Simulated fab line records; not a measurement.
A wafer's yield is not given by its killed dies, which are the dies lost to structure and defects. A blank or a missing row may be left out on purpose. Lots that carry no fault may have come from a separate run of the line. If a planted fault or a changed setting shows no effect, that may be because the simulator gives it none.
Split-lot study / flow berkeley cmos170 / route with 331 steps; 5 lots, 23 wafers read

ON THE SPLIT
At UCB170_M1_METAL_ETCH_12 (etches Al in Cl2/BCl3, stops on PSG, target depth 780 nm, time 130 s), the setting icp w was moved away from the recipe's 600 W on 7 of the 23 wafers read, by -8.9% to +3.9%. The other wafers ran this setting at the recipe's value.

Reading taken at the split's own step.

THE READING
KrF_of_M1_COAT_04.thk nm (the simulator's own value, which no gauge read), in nm, at UCB170_M1_METAL_ETCH_12 (etches Al in Cl2/BCl3, stops on PSG, target depth 780 nm, time 130 s). The file does not state a usual value for it. Here, 16 wafers ran the recipe; their average is 445.6 nm with a standard deviation of 7.5 nm.

wafer=L074.1; tool, chamber at the split=rie metal-02, 1; icp w as run, W=600; against the recipe=recipe; KrF_of_M1_COAT_04.thk nm, nm=435; against lot-mates on the recipe=-
wafer=L074.2; tool, chamber at the split=rie metal-02, 0; icp w as run, W=600; against the recipe=recipe; KrF_of_M1_COAT_04.thk nm, nm=430.4; against lot-mates on the recipe=-
wafer=L074.3; tool, chamber at the split=rie metal-02, 1; icp w as run, W=623.6; against the recipe=+3.9%; KrF_of_M1_COAT_04.thk nm, nm=420.9; against lot-mates on the recipe=-13.1
wafer=L074.5; tool, chamber at the split=rie metal-02, 1; icp w as run, W=600; against the recipe=recipe; KrF_of_M1_COAT_04.thk nm, nm=436.5; against lot-mates on the recipe=-
wafer=L074.6; tool, chamber at the split=rie metal-02, 0; icp w as run, W=623.6; against the recipe=+3.9%; KrF_of_M1_COAT_04.thk nm, nm=418.4; against lot-mates on the recipe=-15.6
wafer=L076.4; tool, chamber at the split=rie metal-01, 0; icp w as run, W=600; against the recipe=recipe; KrF_of_M1_COAT_04.thk nm, nm=450.3; against lot-mates on the recipe=-
wafer=L076.5; tool, chamber at the split=rie metal-01, 0; icp w as run, W=600; against the recipe=recipe; KrF_of_M1_COAT_04.thk nm, nm=451.6; against lot-mates on the recipe=-
wafer=L076.6; tool, chamber at the split=rie metal-01, 1; icp w as run, W=600; against the recipe=recipe; KrF_of_M1_COAT_04.thk nm, nm=448.1; against lot-mates on the recipe=-
wafer=L077.1; tool, chamber at the split=rie metal-03, 1; icp w as run, W=600; against the recipe=recipe; KrF_of_M1_COAT_04.thk nm, nm=444.8; against lot-mates on the recipe=-
wafer=L077.2; tool, chamber at the split=rie metal-03, 0; icp w as run, W=558; against the recipe=-7.0%; KrF_of_M1_COAT_04.thk nm, nm=478; against lot-mates on the recipe=+30.4
wafer=L077.3; tool, chamber at the split=rie metal-03, 1; icp w as run, W=600; against the recipe=recipe; KrF_of_M1_COAT_04.thk nm, nm=444.9; against lot-mates on the recipe=-
wafer=L077.4; tool, chamber at the split=rie metal-03, 0; icp w as run, W=600; against the recipe=recipe; KrF_of_M1_COAT_04.thk nm, nm=453.2; against lot-mates on the recipe=-
wafer=L077.6; tool, chamber at the split=rie metal-03, 1; icp w as run, W=558; against the recipe=-7.0%; KrF_of_M1_COAT_04.thk nm, nm=478.9; against lot-mates on the recipe=+31.3
wafer=L078.1; tool, chamber at the split=rie metal-01, 0; icp w as run, W=600; against the recipe=recipe; KrF_of_M1_COAT_04.thk nm, nm=441.8; against lot-mates on the recipe=-
wafer=L078.2; tool, chamber at the split=rie metal-01, 1; icp w as run, W=546.9; against the recipe=-8.9%; KrF_of_M1_COAT_04.thk nm, nm=472.7; against lot-mates on the recipe=+33.6
wafer=L078.3; tool, chamber at the split=rie metal-01, 1; icp w as run, W=600; against the recipe=recipe; KrF_of_M1_COAT_04.thk nm, nm=436.4; against lot-mates on the recipe=-
wafer=L078.4; tool, chamber at the split=rie metal-01, 0; icp w as run, W=546.9; against the recipe=-8.9%; KrF_of_M1_COAT_04.thk nm, nm=476.5; against lot-mates on the recipe=+37.4
wafer=L078.6; tool, chamber at the split=rie metal-01, 0; icp w as run, W=546.9; against the recipe=-8.9%; KrF_of_M1_COAT_04.thk nm, nm=472.8; against lot-mates on the recipe=+33.7
wafer=L082.1; tool, chamber at the split=rie metal-03, 1; icp w as run, W=600; against the recipe=recipe; KrF_of_M1_COAT_04.thk nm, nm=446.6; against lot-mates on the recipe=-
wafer=L082.2; tool, chamber at the split=rie metal-03, 0; icp w as run, W=600; against the recipe=recipe; KrF_of_M1_COAT_04.thk nm, nm=458.3; against lot-mates on the recipe=-
wafer=L082.3; tool, chamber at the split=rie metal-03, 1; icp w as run, W=600; against the recipe=recipe; KrF_of_M1_COAT_04.thk nm, nm=449.9; against lot-mates on the recipe=-
wafer=L082.4; tool, chamber at the split=rie metal-03, 0; icp w as run, W=600; against the recipe=recipe; KrF_of_M1_COAT_04.thk nm, nm=453.6; against lot-mates on the recipe=-
wafer=L082.6; tool, chamber at the split=rie metal-03, 1; icp w as run, W=600; against the recipe=recipe; KrF_of_M1_COAT_04.thk nm, nm=447.6; against lot-mates on the recipe=-

THE FIT
A straight line over all 23 wafers: KrF_of_M1_COAT_04.thk nm changes by -4.03 nm for each +1% of icp w; r = -0.90; the points scatter about the line by 7.8 nm.
The same after taking each lot's own level away (the mean of its wafers on the recipe; 23 wafers): -4.02 nm for each +1%; r = -0.98; scatter 3.2 nm.
Per that fit: largest icp w move, reading shift of 36 nm.
Across the lots, their own levels run from 433.97 to 451.20 nm, a range of 2.3 times the standard deviation given above.
The two slopes agree, so the slope changes little with the lot-to-lot level.
Check: +36.4 nm against its lot-mates is what the line predicts for one of the wafers moved furthest among these (-8.9%) when that wafer is left out of the fit. It came out at +33.6 nm against them.

ADDITIONAL SPLITS CARRIED BY THESE WAFERS
These wafers also went through other splits before the reading. Each is held against what the fit with the lots' levels taken away leaves over:
other split on the same wafers=UCB170_NWELL_OXIDATION_01 temp c; wafers away from the commonest value=10; r with KrF_of_M1_COAT_04.thk nm (lot level and that fit taken away)=-0.14
other split on the same wafers=UCB170_NWELL_IMPLANT_14 energy kev; wafers away from the commonest value=9; r with KrF_of_M1_COAT_04.thk nm (lot level and that fit taken away)=-0.14
other split on the same wafers=UCB170_PLDD_PEB_04 peb temp c; wafers away from the commonest value=7; r with KrF_of_M1_COAT_04.thk nm (lot level and that fit taken away)=+0.20
other split on the same wafers=UCB170_PLDD_IMPLANT_09 energy kev; wafers away from the commonest value=5; r with KrF_of_M1_COAT_04.thk nm (lot level and that fit taken away)=-0.03
other split on the same wafers=UCB170_SPACER_CVD_00 time s; wafers away from the commonest value=7; r with KrF_of_M1_COAT_04.thk nm (lot level and that fit taken away)=+0.03
other split on the same wafers=UCB170_NSD_IMPLANT_08 energy kev; wafers away from the commonest value=5; r with KrF_of_M1_COAT_04.thk nm (lot level and that fit taken away)=+0.39
other split on the same wafers=UCB170_SDANNEAL_RTA_00 time s; wafers away from the commonest value=7; r with KrF_of_M1_COAT_04.thk nm (lot level and that fit taken away)=-0.38

FILE'S OWN FIT
KrF_of_M1_COAT_04.thk nm changes by -4.07 nm for each +1% of icp w, r = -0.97.
